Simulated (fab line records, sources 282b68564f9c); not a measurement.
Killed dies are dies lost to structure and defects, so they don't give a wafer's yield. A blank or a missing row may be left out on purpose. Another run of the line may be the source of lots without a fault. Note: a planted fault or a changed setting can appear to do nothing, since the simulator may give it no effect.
Which of the tools did it?	flow ritCmos	7 lots with 21 wafers sampled at 2 steps, on a route of 202 steps

WHAT THE GAUGES SHOWED, per wafer
RIT_M1_CD_MEAS_09: target cd 2600 nm.
lot	measured	on	cdNm (nm)
L318	day 3 17:31	cdSem-02	2599.7 2598.6 2599.8
L322	day 4 12:57	cdSem-02	- - -
L325	day 5 05:00	cdSem-01	2603.2 2605.2 2605.2
L330	day 6 04:39	cdSem-01	2602.4 2602.8 2605.3
L333	day 6 19:23	cdSem-02	2599.1 2599.5 2600.8
L335	day 7 06:05	cdSem-02	2597.3 2596.5 2597.2
L339	day 8 02:59	cdSem-01	2601.4 2598.5 2602.0

WHAT TOOL EACH LOT RAN ON (gives the tool, then ch and the chambers of the sampled wafers, and finally the start)
lot	RIT_M1_COAT_04
L318	lithoTrack-02 ch 0, day 3 16:48
L322	lithoTrack-03, day 4 12:06
L325	lithoTrack-01 ch 0, day 5 04:05
L330	lithoTrack-02 ch 0, day 6 03:55
L333	lithoTrack-03 ch 0, day 6 18:40
L335	lithoTrack-03 ch 0, day 7 05:14
L339	lithoTrack-02 ch 0, day 8 02:08
- RIT_M1_COAT_04: resist thk 1300 nm.

THE ANSWER, worked out from the rows above alone
Rule: the usual values come from the lots themselves. Put in order of their means at a reading, lots are off if they are a third of the lots or fewer, leave a main group of 4 or more, and stand apart from it by a gap of 3 or more times the standard deviation of the main group's means; of several such gaps the widest counts. A main group whose means are all the same, to the digits that the tables above print for the reading, isn't used. Also off: a lot with no number at a reading for which 4 or more lots have one. Where the step has rows for the other lots, those lots are counted as sound.
Off, at RIT_M1_CD_MEAS_09 on cdNm: L322. Without a number there: L322. For the main group the mean is 2600.8 nm and the standard deviation 2.5.
A tool fits if, at a process step before that reading, it ran every lot that is off, and no sound lot after the first of them. Those tools and the gauges at RIT_M1_CD_MEAS_09 are tried in the same way. None of those tried fits.

WHAT THE SIMULATOR HAD INSERTED
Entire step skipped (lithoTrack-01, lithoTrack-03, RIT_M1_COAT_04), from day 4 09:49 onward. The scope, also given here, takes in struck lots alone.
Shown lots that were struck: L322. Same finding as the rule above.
